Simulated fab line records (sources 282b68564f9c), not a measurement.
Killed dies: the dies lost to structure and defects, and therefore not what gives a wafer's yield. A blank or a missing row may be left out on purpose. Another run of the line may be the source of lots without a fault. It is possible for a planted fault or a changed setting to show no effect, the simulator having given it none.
A lot that was struck, set against a sound lot + flow rit-cmos + 44 steps out of a route of 202
Sound: wafers L485.1, L485.3, L485.5. Struck: wafers L487.1, L487.2, L487.3. Last of all comes the cause.
For every step that has rows: the tool of each side, followed by ch and its chambers, followed by its first start. Under that, the readings that differ: sound wafers + struck wafers + difference of the means + sigmas: that difference in standard deviations of wafers without a fault.
alike: a reading whose means differ by less than 2 such deviations, as well as words and numbers matching on both sides. not compared: withheld readings; readings where some wafer has no value; bounds like >300 that might hide an equal value; numbers whose values overlap and for which the record gives no deviation.
Wherever a step has rows on one side only, a row that says differs or no value, or a row with sigmas, the two part there. When numbers do not overlap yet have no deviation, they are printed without sigmas and do not part them. A reading that every wafer of one side lacks parts them only if that side has two wafers or more.

first, 2 steps without rows for these wafers: RIT_NLDD_HARDBAKE_07 (time 60 s); RIT_NLDD_IMPLANT_08.
RIT_NLDD_STRIP_09: strips in O2, time 180 s.
  sound on plasma-asher-04 ch 0,1, day 4 16:56; struck on plasma-asher-01 ch 0,1, day 4 22:56
  alike: drypump-motor-current-A
  not compared: rf-hours-counter-h
RIT_NLDD_TW_MEAS_10:
  sound on film-metro-01, day 4 17:06; struck on film-metro-01, day 4 23:07
  alike: NLDD_TW
then, 6 steps without rows for these wafers: RIT_PLDD_HMDS_00 (prime time 60 s); RIT_PLDD_COAT_01 (resist thk 1000 nm); RIT_PLDD_SOFTBAKE_02 (time 60 s); RIT_PLDD_EXPOSE_03 (exposes mask M8, target cd 40900 nm); RIT_PLDD_PEB_04; RIT_PLDD_DEVELOP_05 (develop time 50 s).
RIT_PLDD_OVL_MEAS_06:
  sound on overlay-01, day 4 18:08; struck on overlay-01, day 5 00:23
  alike: PLDD_OVL
then, 1 step without rows for these wafers: RIT_PLDD_HARDBAKE_07 (time 60 s).
RIT_PLDD_IMPLANT_08:
  sound on implanter-02 ch 0, day 4 18:19; struck on implanter-01 ch 0, day 5 00:35
| reading                          | sound                         | struck                      | difference | sigmas      |
|----------------------------------|-------------------------------|-----------------------------|------------|-------------|
| dose-ions-cm2                    | 9.007e+14 9.008e+14 9.007e+14 | 1.792e+14 1.81e+14 1.79e+14 | -7.210e+14 | -99 or more |
| end-station-pressure-torr (Torr) | 7.2e-06 6.6e-06 7.6e-06       | 5.2e-06 5.1e-06 5.7e-06     | -1.8e-06   | -5          |
| faraday-current-uA               | 2892 2850 2807                | 545 576 577                 | -2284      | -39         |
  alike: beam-energy-keV
RIT_PLDD_STRIP_09: strips in O2, time 180 s.
  sound on plasma-asher-01 ch 0,1, day 4 18:28; struck on plasma-asher-01 ch 0,1, day 5 00:44
  alike: drypump-motor-current-A
  not compared: rf-hours-counter-h
RIT_PLDD_TW_MEAS_10:
  sound on film-metro-04, day 4 18:39; struck on film-metro-01, day 5 00:54
| reading | sound          | struck         | difference | sigmas |
|---------|----------------|----------------|------------|--------|
| PLDD_TW | 2328 2339 2336 | 1483 1472 1487 | -854       | -39    |
then, 4 steps without rows for these wafers: RIT_SPACER_CLEAN_00 (cleans in SC1, time 600 s); RIT_SPACER_CLEAN_01 (cleans in dHF, time 30 s); RIT_SPACER_CLEAN_02 (cleans in SC2, time 600 s); RIT_SPACER_CVD_03 (deposits Si3N4 from SiH2Cl2/NH3, target thk 250 nm, time 3300 s).
RIT_SPACER_THK_MEAS_04:
  sound on film-metro-04, day 4 21:02; struck on film-metro-03, day 5 03:17
  alike: SPACER_NITRIDE_THK
RIT_SPACER_ETCHBACK_05: etches Si3N4 in SF6/CHF3, stops on SiO2, target depth 250 nm, time 240 s.
  sound on rie-diel-01 ch 1,3, day 4 21:05; struck on rie-diel-03 ch 1,2,3, day 5 03:20
  alike: drypump-motor-current-A, oes-product-au, throttle-valve-pct
  not compared: rf-hours-counter-h
then, 6 steps without rows for these wafers: RIT_NSD_HMDS_00 (prime time 60 s); RIT_NSD_COAT_01 (resist thk 1000 nm); RIT_NSD_SOFTBAKE_02 (time 60 s); RIT_NSD_EXPOSE_03 (exposes mask M9, target cd 40700 nm); RIT_NSD_PEB_04; RIT_NSD_DEVELOP_05 (develop time 50 s).
RIT_NSD_OVL_MEAS_06:
  sound on overlay-02, day 4 22:23; struck on overlay-01, day 5 04:20
| reading      | sound          | struck      | difference | sigmas |
|--------------|----------------|-------------|------------|--------|
| NSD_OVL (nm) | -1.1 -1.1 -1.2 | 1.0 1.1 1.1 | +2.2       | +2     |
then, 2 steps without rows for these wafers: RIT_NSD_HARDBAKE_07 (time 60 s); RIT_NSD_IMPLANT_08.
RIT_NSD_STRIP_09: strips in O2, time 180 s.
  sound on plasma-asher-02 ch 0,1, day 4 22:43; struck on plasma-asher-04 ch 0,1, day 5 04:41
  alike: drypump-motor-current-A
  not compared: rf-hours-counter-h
RIT_NSD_TW_MEAS_10:
  sound on film-metro-02, day 4 22:53; struck on film-metro-01, day 5 04:51
  alike: NSD_TW
then, 6 steps without rows for these wafers: RIT_PSD_HMDS_00 (prime time 60 s); RIT_PSD_COAT_01 (resist thk 1000 nm); RIT_PSD_SOFTBAKE_02 (time 60 s); RIT_PSD_EXPOSE_03 (exposes mask M10, target cd 40900 nm); RIT_PSD_PEB_04; RIT_PSD_DEVELOP_05 (develop time 50 s).
RIT_PSD_OVL_MEAS_06:
  sound on overlay-02, day 4 23:55; struck on overlay-02, day 5 05:58
  alike: PSD_OVL
then, 2 steps without rows for these wafers: RIT_PSD_HARDBAKE_07 (time 60 s); RIT_PSD_IMPLANT_08.
RIT_PSD_STRIP_09: strips in O2, time 180 s.
  sound on plasma-asher-04 ch 0,1, day 5 00:16; struck on plasma-asher-03 ch 0,1, day 5 06:26
  alike: drypump-motor-current-A
  not compared: rf-hours-counter-h
RIT_SDANNEAL_RS_MEAS_06: uses a four-point probe to measure.
  sound on film-metro-02, day 5 01:13; struck on film-metro-02, day 5 07:22
| reading          | sound             | struck            | difference | sigmas      |
|------------------|-------------------|-------------------|------------|-------------|
| PLDD_RS (ohm/sq) | 179.2 179.3 179.5 | 602.9 607.3 594.1 | +422.1     | +99 or more |
following that, these wafers have no rows for 1 step: RIT_M1_PROBE_99.

## WHERE THEY PART
At RIT_PLDD_IMPLANT_08 first; at RIT_SDANNEAL_RS_MEAS_06 last (within this record only).

WHY: the cause the simulator had injected
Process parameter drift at RIT_PLDD_IMPLANT_08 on implanter-01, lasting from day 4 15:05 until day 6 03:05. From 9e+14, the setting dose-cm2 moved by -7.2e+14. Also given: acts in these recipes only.
